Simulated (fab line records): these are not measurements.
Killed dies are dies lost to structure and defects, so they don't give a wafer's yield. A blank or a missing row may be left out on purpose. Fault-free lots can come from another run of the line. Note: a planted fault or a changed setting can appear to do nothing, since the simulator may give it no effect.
fab line records ; flow berkeleyCmos170
[record] lots = 6; wafers = 18; lastDay = 14
route steps=331 shown M2@276
lots that met no fault: from a run of the same line without faults
startH: the number of hours between the record's first day and the start of the first shown wafer of the lot ; waitH: time in hours since the lot's previous step ; " unchanged from the row above ; L1.1+2: one row covering several wafers at once ; - no value present, or no start provided ; * or withheld: withheld ; < > ~ a bound
route shown NAME@n: names a module that has steps shown in the file, with the first one's number in the route ; usual: mean and standard deviation over wafers with no fault ; same: alike in all rows ; chamber/n: place in a boat ; sites: readings site by site ; _std_site: standard deviation across them ; _edge_site: mean of outer sites minus mean of inner sites ; radiusMm: for every site, how far away it sits from the centre of the wafer ; mask NAME#n: copy n ; behind: the last tool/chamber to shape the wafer ; hold: why the lot went on hold/how many hours it stayed there/how the hold came to an end ; device: which transistor (n, p or np) failed to switch ; end of line: the same wafers' tests at the end of the route ; where a step has no rows: the recipe by itself ; killed: the dies lost at the first sort to structure and to defects; this is not the yield of the wafer ; map: the dies of a wafer, with x for killed, . for not killed, _ for no die there
set.NAME: the setting that was run; set.NAME@STEP: the one run at that earlier step ; model.NAME: the simulator's own value behind a step, which no gauge read
lots at some steps of the route; a table a step, a row a wafer
services: from which hour (startH, from the record's first day; less than 0 if before it) a tool's chamber was out of use, for how many hours, and why
[[steps]]
[step UCB170_M2_COAT_05]
[recipe] resist = KrF; spinRpm = 1500; resistThkNm = 900
[step UCB170_M2_SOFTBAKE_06]
[recipe] resist = KrF; tempC = 130; timeS = 60
[step UCB170_M2_STRIP_07]
[recipe] chemistry = O2; powerW = 400; pressureMtorr = 3500; platenTempC = withheld; o2FlowSccm = 400; overashFraction = 0.5
[usual] drypumpMotorCurrentA = 5.55/0.17; oesProductAu = 0.734/0.0048; stripTimeToEndpointS = 21.97/0.063
lot.wafer;tool;chamber;startH;waitH;drypumpMotorCurrentA;oesProductAu;rfHoursCounterH;stripTimeToEndpointS
L644.3;plasmaAsher-04;0;227.27;0.1;5.43;0.723;-;21.87
L644.5;plasmaAsher-04;0;227.27;0.1;5.45;0.736;-;21.88
L644.6;plasmaAsher-04;1;227.27;0.1;5.46;0.742;-;21.89
L643.3;plasmaAsher-04;0;227.54;0.1;5.43;0.738;-;22.01
L643.5;plasmaAsher-04;1;227.54;0.1;5.47;0.739;-;22.01
L643.6;plasmaAsher-04;0;227.54;0.1;5.43;0.736;-;22.04
L654.2;plasmaAsher-04;0;288.11;0.1;5.43;0.744;59;21.94
L654.3;plasmaAsher-04;0;288.11;0.1;5.44;0.728;-;22.04
L654.5;plasmaAsher-04;1;288.11;0.1;5.49;0.733;-;21.98
L656.4;plasmaAsher-02;1;293.52;0.1;5.62;0.732;-;21.96
L656.5;plasmaAsher-02;0;293.52;0.1;5.96;0.736;-;22.02
L656.6;plasmaAsher-02;1;293.52;0.1;5.64;0.725;-;21.95
L657.2;plasmaAsher-04;1;295.09;0.1;5.48;0.737;60;22.09
L657.3;plasmaAsher-04;0;295.09;0.1;5.42;0.743;-;22.03
L657.4;plasmaAsher-04;1;295.09;0.1;5.48;0.743;-;22.04
L659.1;plasmaAsher-02;0;320.81;0.1;5.93;0.735;57;21.97
L659.2;plasmaAsher-02;1;320.81;0.1;5.64;0.734;57;21.92
L659.4;plasmaAsher-02;0;320.81;0.1;5.92;0.722;-;21.96
[step UCB170_M2_STRIP_08]
[recipe] chemistry = DMSO; tempC = 80; timeS = 600; material = KrF
[step UCB170_M2_COAT_09]
[recipe] resist = BARC; tempC = withheld; timeS = withheld; spinRpm = 3000; resistThkNm = withheld
[step UCB170_M2_COAT_10]
[recipe] resist = KrF; spinRpm = 1500; resistThkNm = 900
[step UCB170_M2_SOFTBAKE_11]
[recipe] resist = KrF; tempC = 130; timeS = 60
[step UCB170_M2_EXPOSE_12]
[recipe] maskId = METAL2; targetCdNm = 700; na = 0.5; sigmaOuter = 0.6; sourceShape = conventional; doseMj = 26
[step UCB170_M2_PEB_13]
[recipe] pebTempC = 130; pebTimeS = withheld; resist = KrF
[step UCB170_M2_DEVELOP_14]
[recipe] developer = TMAH; developTimeS = 45; resist = KrF; devTempC = 21
[step UCB170_M2_CD_MEAS_15]
[recipe] targetCdNm = 700
[usual] cdNm = 700.5/1.2
lot.wafer;tool;chamber;startH;waitH;cdNm
L644.3;cdSem-01;-;229.02;-;700.2
L644.5;cdSem-01;-;229.02;-;699.6
L644.6;cdSem-01;-;229.02;-;698.6
L643.3;cdSem-02;-;229.45;-;701.9
L643.5;cdSem-02;-;229.45;-;701.6
L643.6;cdSem-02;-;229.45;-;700.6
L654.2;cdSem-02;-;289.89;-;699.8
L654.3;cdSem-02;-;289.89;-;699.6
L654.5;cdSem-02;-;289.89;-;701.2
L656.4;cdSem-02;-;294.66;-;700.8
L656.5;cdSem-02;-;294.66;-;700.4
L656.6;cdSem-02;-;294.66;-;700.1
L657.2;cdSem-01;-;296.44;-;701.4
L657.3;cdSem-01;-;296.44;-;700.5
L657.4;cdSem-01;-;296.44;-;702.9
L659.1;cdSem-01;-;323.32;-;699.8
L659.2;cdSem-01;-;323.32;-;701.1
L659.4;cdSem-01;-;323.32;-;698.7
[step UCB170_M2_OVL_MEAS_16]
[usual] M2_OVL = 0/5.7
lot.wafer;tool;chamber;startH;waitH;M2_OVL[nm]
L644.3;overlay-02;-;229.11;0.1;-2
L644.5;overlay-02;-;229.11;0.1;1
L644.6;overlay-02;-;229.11;0.1;-5
L643.3;overlay-02;-;229.54;0.1;11
L643.5;overlay-02;-;229.54;0.1;13
L643.6;overlay-02;-;229.54;0.1;10
L654.2;overlay-01;-;290.00;0.1;10
L654.3;overlay-01;-;290.00;0.1;4
L654.5;overlay-01;-;290.00;0.1;4
L656.4;overlay-02;-;294.74;0.1;-1
L656.5;overlay-02;-;294.74;0.1;-8
L656.6;overlay-02;-;294.74;0.1;-1
L657.2;overlay-02;-;296.55;0.1;0
L657.3;overlay-02;-;296.55;0.1;-5
L657.4;overlay-02;-;296.55;0.1;-7
L659.1;overlay-01;-;323.44;0.1;0
L659.2;overlay-01;-;323.44;0.1;-1
L659.4;overlay-01;-;323.44;0.1;-3
[step UCB170_M2_ETCH_17]
[recipe] chemistry = N2/H2; targetDepthA = withheld; overetchA = withheld; target = BARC; timeS = withheld; sourceW = 500; biasW = 100; pressureMtorr = 30; n2FlowSccm = 100; h2FlowSccm = 200
[usual] biasW = 100.0/0.32; chamberPressureMTorr = 29.998/0.029; drypumpMotorCurrentA = 5.7/0.48; oesProductAu = 1.004/0.024; throttleValvePct = 13.31/0.13
lot.wafer;tool;chamber;startH;waitH;biasW;chamberPressureMTorr;drypumpMotorCurrentA;oesProductAu;throttleValvePct
L644.3;rieDiel-04;3;229.14;0.0;100.2;30.002;6.4;0.972;13.26
L644.5;rieDiel-04;0;229.14;0.0;100.1;30.023;6.0;0.999;13.33
L644.6;rieDiel-04;1;229.14;0.0;100.5;29.989;6.1;0.976;13.33
L643.3;rieDiel-02;3;229.57;0.0;100.4;30.070;5.3;0.990;13.40
L643.5;rieDiel-02;1;229.57;0.0;100.1;29.953;5.4;1.018;13.16
L643.6;rieDiel-02;0;229.57;0.0;100.2;30.007;5.2;1.041;13.19
L654.2;rieDiel-02;1;290.03;0.0;-;-;-;-;-
L654.3;rieDiel-02;3;290.03;0.0;-;-;-;-;-
L654.5;rieDiel-02;2;290.03;0.0;-;-;-;-;-
L656.4;rieDiel-02;0;294.76;0.0;-;-;-;-;-
L656.5;rieDiel-02;0;294.76;0.0;-;-;-;-;-
L656.6;rieDiel-02;1;294.76;0.0;-;-;-;-;-
L657.2;rieDiel-02;2;296.58;0.0;99.7;29.993;4.9;0.994;13.61
L657.3;rieDiel-02;3;296.58;0.0;100.4;29.983;5.3;0.983;13.42
L657.4;rieDiel-02;0;296.58;0.0;99.6;29.962;5.3;1.043;13.19
L659.1;rieDiel-04;3;323.48;0.0;100.1;30.002;6.4;0.982;13.26
L659.2;rieDiel-04;0;323.48;0.0;100.1;30.057;6.0;1.013;13.32
L659.4;rieDiel-04;1;323.48;0.0;100.2;29.986;6.1;0.973;13.32
[step UCB170_M2_METAL_ETCH_18]
[recipe] chemistry = Cl2/BCl3; target = Al; stopOn = SiO2; pressureMtorr = 12; targetDepthA = 11700; overEtchFrac = 0.3; timeS = 195; icpW = 600; biasW = 120; Cl2_flow_sccm = 90; bcl3FlowSccm = 45
[usual] bcl3FlowSccm = 45.04/0.14; biasW = 120.0/0.38; drypumpMotorCurrentA = 5.6/0.39; oesProductAu = 0.856/0.017; throttleValvePct = 24.40/0.15
lot.wafer;tool;chamber;startH;waitH;bcl3FlowSccm;biasW;drypumpMotorCurrentA;oesProductAu;rfHoursCounterH;throttleValvePct
L644.3;rieMetal-02;0;229.24;-;44.86;119.8;4.7;0.828;-;24.72
L644.5;rieMetal-02;1;229.24;-;45.07;119.6;6.0;0.851;-;24.46
L644.6;rieMetal-02;0;229.24;-;45.17;120.0;4.7;0.828;-;24.72
L643.3;rieMetal-04;1;229.67;-;44.93;120.6;5.8;0.863;-;24.36
L643.5;rieMetal-04;0;229.67;-;44.99;119.2;5.5;0.839;-;24.20
L643.6;rieMetal-04;1;229.67;-;44.89;120.7;5.9;0.861;-;24.37
L654.2;rieMetal-04;1;290.07;-;45.14;119.3;5.8;0.384;8;24.63
L654.3;rieMetal-04;1;290.07;-;45.13;120.2;5.8;0.374;-;24.63
L654.5;rieMetal-04;0;290.07;-;45.10;120.2;5.4;0.369;-;24.44
L656.4;rieMetal-01;1;294.86;-;44.99;119.6;5.5;0.375;-;24.56
L656.5;rieMetal-01;0;294.86;-;44.97;120.1;5.5;0.390;-;24.57
L656.6;rieMetal-01;1;294.86;-;45.06;119.7;5.5;0.373;-;24.57
L657.2;rieMetal-01;1;296.62;-;45.14;119.8;5.5;0.851;4;24.32
L657.3;rieMetal-01;1;296.62;-;45.17;119.7;5.5;0.862;-;24.33
L657.4;rieMetal-01;0;296.62;-;45.21;120.0;5.5;0.886;-;24.34
L659.1;rieMetal-01;1;323.52;-;44.98;119.9;5.5;0.856;5;24.34
L659.2;rieMetal-01;0;323.52;-;44.94;119.8;5.5;0.891;9;24.33
L659.4;rieMetal-01;0;323.52;-;44.95;120.3;5.5;0.884;-;24.32
[step UCB170_M2_STRIP_19]
[recipe] chemistry = O2; powerW = 400; pressureMtorr = 3500; platenTempC = withheld; o2FlowSccm = 400; overashFraction = 0.5
[usual] drypumpMotorCurrentA = 5.67/0.19; oesProductAu = 0.556/0.03
lot.wafer;tool;chamber;startH;waitH;drypumpMotorCurrentA;oesProductAu;rfHoursCounterH
L644.3;plasmaAsher-02;0;229.40;0.1;5.93;0.535;-
L644.5;plasmaAsher-02;0;229.40;0.1;5.93;0.515;-
L644.6;plasmaAsher-02;1;229.40;0.1;5.66;0.543;-
L643.3;plasmaAsher-02;1;229.83;0.1;5.66;0.598;-
L643.5;plasmaAsher-02;1;229.83;0.1;5.65;0.599;-
L643.6;plasmaAsher-02;0;229.83;0.1;5.94;0.605;-
L654.2;plasmaAsher-02;0;290.26;0.1;5.93;0.615;54
L654.3;plasmaAsher-02;1;290.26;0.1;5.67;0.602;-
L654.5;plasmaAsher-02;1;290.26;0.1;5.64;0.597;-
L656.4;plasmaAsher-02;0;295.02;0.1;5.93;0.526;-
L656.5;plasmaAsher-02;0;295.02;0.1;5.93;0.542;-
L656.6;plasmaAsher-02;1;295.02;0.1;5.65;0.529;-
L657.2;plasmaAsher-02;0;296.81;0.1;5.92;0.537;54
L657.3;plasmaAsher-02;0;296.81;0.1;5.90;0.536;-
L657.4;plasmaAsher-02;1;296.81;0.1;5.67;0.555;-
L659.1;plasmaAsher-02;1;323.71;0.1;5.65;0.524;58
L659.2;plasmaAsher-02;0;323.71;0.1;5.93;0.557;58
L659.4;plasmaAsher-02;0;323.71;0.1;5.94;0.548;-
[step UCB170_M2_CD_MEAS_90]
[recipe] targetCdNm = 700
[usual] cdNm = 703/5
lot.wafer;tool;chamber;startH;waitH;cdNm
L644.3;cdSem-02;-;229.57;0.1;697
L644.5;cdSem-02;-;229.57;0.1;703
L644.6;cdSem-02;-;229.57;0.1;696
L643.3;cdSem-02;-;229.94;0.1;707
L643.5;cdSem-02;-;229.94;0.1;706
L643.6;cdSem-02;-;229.94;0.1;709
L654.2;cdSem-01;-;290.38;0.1;-
L654.3;cdSem-01;-;290.38;0.1;-
L654.5;cdSem-01;-;290.38;0.1;-
L656.4;cdSem-02;-;295.15;0.1;-
L656.5;cdSem-02;-;295.15;0.1;-
L656.6;cdSem-02;-;295.15;0.1;-
L657.2;cdSem-01;-;296.93;0.1;704
L657.3;cdSem-01;-;296.93;0.1;704
L657.4;cdSem-01;-;296.93;0.1;709
L659.1;cdSem-02;-;323.81;0.1;700
L659.2;cdSem-02;-;323.81;0.1;703
L659.4;cdSem-02;-;323.81;0.1;702
[[services]]
tool;chamber;startH;hours;kind
rieDiel-02;-;206.82;14.6;pm
rieDiel-04;3;218.97;2.4;repair
plasmaAsher-02;-;231.04;4.2;repair
rieMetal-02;-;240.21;2.8;pm
rieMetal-01;1;247.48;28.9;repair
rieDiel-04;1;254.35;9.1;repair
rieDiel-02;-;269.25;1.1;repair
rieMetal-04;-;273.93;2.4;repair
rieDiel-02;-;275.05;2.8;pm
rieMetal-02;1;282.54;5.0;repair
rieDiel-02;3;315.64;5.7;repair
[[key]]
[firstSign] step = UCB170_M2_ETCH_17; reading = toolRecord; direction = missing
[effect] step = UCB170_M2_METAL_ETCH_18; reading = oesProductAu; direction = down; sigmas = 27; usual = 0.856; struck = 0.378
[effect] step = UCB170_M2_CD_MEAS_90; reading = cdNm; direction = missing
metAt UCB170_M2_ETCH_17
struckWafers L654.2,L654.3,L654.5,L656.4,L656.5,L656.6
laterRowsLeftOut L654.2,L654.3,L654.5,L656.4,L656.5,L656.6
sortLeftOut L654.2,L654.3,L654.5,L656.4,L656.5,L656.6
onsetBetween 229.57 290.03
[fault] kind = skippedStepWhole; tool = rieDiel-02; chamber = -; onsetH = 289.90; steps = UCB170_M2_ETCH_17; scope = struckLotsOnly
// sortLeftOut: the simulated sort isn't trusted on such a fault, so these wafers' sort isn't shown, and their yield isn't known
// laterRowsLeftOut: the simulator's readings of these wafers behind a module that went badly wrong aren't trusted and aren't shown, but for the sort
